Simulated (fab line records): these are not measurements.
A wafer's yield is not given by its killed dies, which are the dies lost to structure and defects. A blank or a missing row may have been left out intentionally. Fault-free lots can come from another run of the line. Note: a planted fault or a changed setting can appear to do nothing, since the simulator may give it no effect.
Which tool is to blame? / flow rit_cmos / Sampling: 14 lots, 42 wafers, 3 of 202 route steps

WHAT THE GAUGES READ, wafer by wafer
RIT_NSD_TW_MEAS_10. Usual: for NSD_TW the level is 3124 and the standard deviation is 22.
lot=L687; measured=day 3 05:17; on=film_metro-01; NSD_TW=3118 3121 3129; flag=
lot=L688; measured=day 3 10:38; on=film_metro-04; NSD_TW=3144 3129 3153; flag=
lot=L690; measured=day 3 20:11; on=film_metro-04; NSD_TW=3145 3158 3138; flag=
lot=L689; measured=day 3 20:46; on=film_metro-02; NSD_TW=3130 3103 3110; flag=
lot=L691; measured=day 4 00:08; on=film_metro-01; NSD_TW=3132 3116 3116; flag=
lot=L693; measured=day 4 08:12; on=film_metro-02; NSD_TW=3103 3112 3100; flag=
lot=L692; measured=day 4 10:19; on=film_metro-01; NSD_TW=3119 3116 3107; flag=
lot=L694; measured=day 4 13:40; on=film_metro-02; NSD_TW=3112 3108 3122; flag=
lot=L695; measured=day 4 17:12; on=film_metro-02; NSD_TW=3097 3116 3087; flag=
lot=L698; measured=day 5 12:15; on=film_metro-02; NSD_TW=3079 3076 3080; flag=
lot=L701; measured=day 5 23:33; on=film_metro-04; NSD_TW=3195 3207 3214; flag=OFF
lot=L702; measured=day 6 03:04; on=film_metro-04; NSD_TW=3194 3187 3191; flag=OFF
lot=L703; measured=day 6 08:10; on=film_metro-04; NSD_TW=3229 3202 3206; flag=OFF
lot=L710; measured=day 7 19:40; on=film_metro-04; NSD_TW=3138 3147 3132; flag=

RIT_SDANNEAL_RS_MEAS_05: measurement is done with a four-point probe. Usual: for NSD_RS the level is 84.52 ohm/sq and the standard deviation is 0.28.
lot=L687; measured=day 3 07:20; on=film_metro-04; NSD_RS (ohm/sq)=85.00 85.22 84.94; flag=
lot=L688; measured=day 3 12:54; on=film_metro-01; NSD_RS (ohm/sq)=84.76 84.37 84.64; flag=
lot=L690; measured=day 3 22:25; on=film_metro-02; NSD_RS (ohm/sq)=85.04 84.78 84.46; flag=
lot=L689; measured=day 3 22:58; on=film_metro-04; NSD_RS (ohm/sq)=84.39 84.29 84.62; flag=
lot=L691; measured=day 4 02:22; on=film_metro-01; NSD_RS (ohm/sq)=84.31 84.09 84.64; flag=
lot=L693; measured=day 4 10:55; on=film_metro-02; NSD_RS (ohm/sq)=84.57 84.89 85.04; flag=
lot=L692; measured=day 4 12:42; on=film_metro-04; NSD_RS (ohm/sq)=84.85 84.80 84.58; flag=
lot=L694; measured=day 4 16:15; on=film_metro-02; NSD_RS (ohm/sq)=84.85 84.61 84.43; flag=
lot=L695; measured=day 4 19:17; on=film_metro-02; NSD_RS (ohm/sq)=84.86 84.85 84.74; flag=
lot=L698; measured=day 5 14:47; on=film_metro-04; NSD_RS (ohm/sq)=84.02 84.26 84.34; flag=
lot=L701; measured=day 6 01:44; on=film_metro-01; NSD_RS (ohm/sq)=83.46 83.46 83.29; flag=OFF
lot=L702; measured=day 6 05:16; on=film_metro-02; NSD_RS (ohm/sq)=84.02 83.74 83.92; flag=
lot=L703; measured=day 6 10:34; on=film_metro-04; NSD_RS (ohm/sq)=83.68 83.39 83.44; flag=OFF
lot=L710; measured=day 7 22:30; on=film_metro-02; NSD_RS (ohm/sq)=84.20 84.63 84.91; flag=

EACH LOT AND THE TOOL THAT RAN IT (in order: tool; ch and the chambers of the sampled wafers; start)
lot=L687; RIT_NSD_IMPLANT_08=implanter-01 ch 0, day 3 05:00
lot=L688; RIT_NSD_IMPLANT_08=implanter-03 ch 0, day 3 10:19
lot=L690; RIT_NSD_IMPLANT_08=implanter-03 ch 0, day 3 19:53
lot=L689; RIT_NSD_IMPLANT_08=implanter-03 ch 0, day 3 20:27
lot=L691; RIT_NSD_IMPLANT_08=implanter-01 ch 0, day 3 23:50
lot=L693; RIT_NSD_IMPLANT_08=implanter-01 ch 0, day 4 07:53
lot=L692; RIT_NSD_IMPLANT_08=implanter-01 ch 0, day 4 10:00
lot=L694; RIT_NSD_IMPLANT_08=implanter-01 ch 0, day 4 13:22
lot=L695; RIT_NSD_IMPLANT_08=implanter-01 ch 0, day 4 16:53
lot=L698; RIT_NSD_IMPLANT_08=implanter-01 ch 0, day 5 11:55
lot=L701; RIT_NSD_IMPLANT_08=implanter-01 ch 0, day 5 23:14
lot=L702; RIT_NSD_IMPLANT_08=implanter-01 ch 0, day 6 02:46
lot=L703; RIT_NSD_IMPLANT_08=implanter-01 ch 0, day 6 07:52
lot=L710; RIT_NSD_IMPLANT_08=implanter-02 ch 0, day 7 19:21
- RIT_NSD_IMPLANT_08

AS READ BY THE TOOLS THEMSELVES (means over the sampled wafers that have a number; for cases with no such wafer, the mark the record gives instead)
RIT_NSD_IMPLANT_08. Usual: beam_energy_keV reads 24.999 (standard deviation 0.0076).
lot=L687 tool=implanter-01 beam_energy_keV=25.001 flag=
lot=L688 tool=implanter-03 beam_energy_keV=24.998 flag=
lot=L690 tool=implanter-03 beam_energy_keV=25.005 flag=
lot=L689 tool=implanter-03 beam_energy_keV=24.986 flag=
lot=L691 tool=implanter-01 beam_energy_keV=25.005 flag=
lot=L693 tool=implanter-01 beam_energy_keV=24.996 flag=
lot=L692 tool=implanter-01 beam_energy_keV=25.000 flag=
lot=L694 tool=implanter-01 beam_energy_keV=24.997 flag=
lot=L695 tool=implanter-01 beam_energy_keV=24.991 flag=
lot=L698 tool=implanter-01 beam_energy_keV=24.993 flag=
lot=L701 tool=implanter-01 beam_energy_keV=26.852 flag=OFF
lot=L702 tool=implanter-01 beam_energy_keV=26.856 flag=OFF
lot=L703 tool=implanter-01 beam_energy_keV=26.852 flag=OFF
lot=L710 tool=implanter-02 beam_energy_keV=24.994 flag=

THE ANSWER, worked out from the rows above alone
Rule: lot off if the mean of its wafers having a number is beyond 3 standard deviations from the usual mean. Also off: a lot with no number at a reading for which 4 or more lots have one. Where the step has rows for the other lots, those lots are counted as sound. The gauges are gone through in route order, then the tools' own readings, and for those a lot's mean is taken as printed above. The first step at which some lot is off is used, and at that step the reading that is off furthest; a lot without a number counts as furthest.
Off: L701, L702, L703, at RIT_NSD_TW_MEAS_10 (NSD_TW).
If a tool, at a process step before that reading, ran all the lots that are off and no sound lot after the first of them, it fits. Not tried: the gauges at RIT_NSD_TW_MEAS_10; whatever is off there is also off at RIT_NSD_IMPLANT_08, on other tools, and gauge error can't account for it. One fits: implanter-01 at RIT_NSD_IMPLANT_08. Its last sound lot is L698 (day 5 11:55), its first lot that is off L701 (day 5 23:14): a fault that began between those two fits.
On the lots that are off, the tool's own readings at RIT_NSD_IMPLANT_08 differ by more than 5 times the standard deviation of the sound lots' means, which bears it out; beam_energy_keV reads 26.853 there versus 24.997 on the sound lots.

WHAT WAS PUT IN BY THE SIMULATOR
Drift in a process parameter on implanter-01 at RIT_NSD_IMPLANT_08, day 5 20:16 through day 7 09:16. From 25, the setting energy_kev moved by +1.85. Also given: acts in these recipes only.
Struck lots among those shown: L701, L702, L703. Same finding as the rule above.
